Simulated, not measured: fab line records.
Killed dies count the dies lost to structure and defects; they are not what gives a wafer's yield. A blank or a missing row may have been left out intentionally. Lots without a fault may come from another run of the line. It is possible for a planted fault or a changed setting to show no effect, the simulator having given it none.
One fault through the eyes of 2 desks :: flow berkeley cmos170 :: numbers are kept per desk, each desk with only its own; the story behind them comes last

== THE METROLOGY DESK ==
What the gauges read, lot by lot, whatever tool the lot ran on: means of the sampled wafers that have a number. If a lot's mean is further than 4 standard deviations from the usual mean, the lot is out of limits and carries the mark OUT (the distance appears in the brackets).
Columns: A = M1_OVL at UCB170_M1_OVL_MEAS_10, usual 1 nm; B = V1_TEOS_THK at UCB170_V1_THK_MEAS_01, usual 2010 nm; C = M2_AL_THK at UCB170_M2_THK_MEAS_03, usual 888 nm
lot: L342
first seen here: day 8 19:58
A: 9
B: 1982
C: 904

lot: L346
first seen here: day 8 20:14
A: 7
B: 1970
C: 897

lot: L347
first seen here: day 10 06:11
A: -2
B: 2023
C: 889

lot: L350
first seen here: day 10 06:41
A: 2
B: 2013
C: 870

lot: L354
first seen here: day 10 15:11
A: 0
B: 1992
C: 889

lot: L352
first seen here: day 10 16:02
A: 3
B: 2029
C: 893

lot: L351
first seen here: day 10 17:04
A: -4
B: 2003
C: -

lot: L355
first seen here: day 11 08:18
A: 3
B: 2009
C: -

lot: L356
first seen here: day 12 11:03
A: -3
B: 2017
C: -

lot: L360
first seen here: day 12 13:58
A: -0
B: 2013
C: 906

lot: L358
first seen here: day 12 14:28
A: -0
B: 2014
C: 916

lot: L359
first seen here: day 12 14:34
A: 3
B: 1966
C: 884

lot: L362
first seen here: day 12 22:18
A: -7
B: 2040
C: 896

lot: L364
first seen here: day 12 22:41
A: -2
B: 2021
C: 884

lot: L363
first seen here: day 12 23:01
A: -10
B: 1992
C: 898
Result from this desk: across the 15 lots, nothing is out of limits.

== THE TOOL OWNER'S DESK: krf scanner-02 ==
The tool's own readings at UCB170_V1_EXPOSE_09 (exposes mask VIA1, target cd 700 nm): means of the sampled wafers that have a number, for each lot that ran on this tool. If a lot's mean is further than 4 standard deviations from the usual mean, the lot is out of limits and carries the mark OUT (the distance appears in the brackets).
Columns: A = exposure dose mJ cm2 at UCB170_V1_EXPOSE_09, usual 36.98; B = focus offset nm at UCB170_V1_EXPOSE_09, usual 0.1 nm
lot: L342
first seen here: day 9 00:25
A: 37.04
B: 0.1

lot: L347
first seen here: day 10 09:18
A: 36.97
B: -0.3

lot: L360
first seen here: day 12 18:04
A: 37.01
B: 0.8

lot: L359
first seen here: day 12 22:37
A: 37.00
B: -0.1

lot: L362
first seen here: day 13 03:06
A: 37.02
B: -0.4
Result from this desk: across the 5 lots, nothing is out of limits.

== BROUGHT TOGETHER ==
At the metrology desk, nothing out of limits was observed.
Nothing out of limits was seen by the tool owner's desk.

== WHAT HAD BEEN PUT IN BY THE SIMULATOR ==
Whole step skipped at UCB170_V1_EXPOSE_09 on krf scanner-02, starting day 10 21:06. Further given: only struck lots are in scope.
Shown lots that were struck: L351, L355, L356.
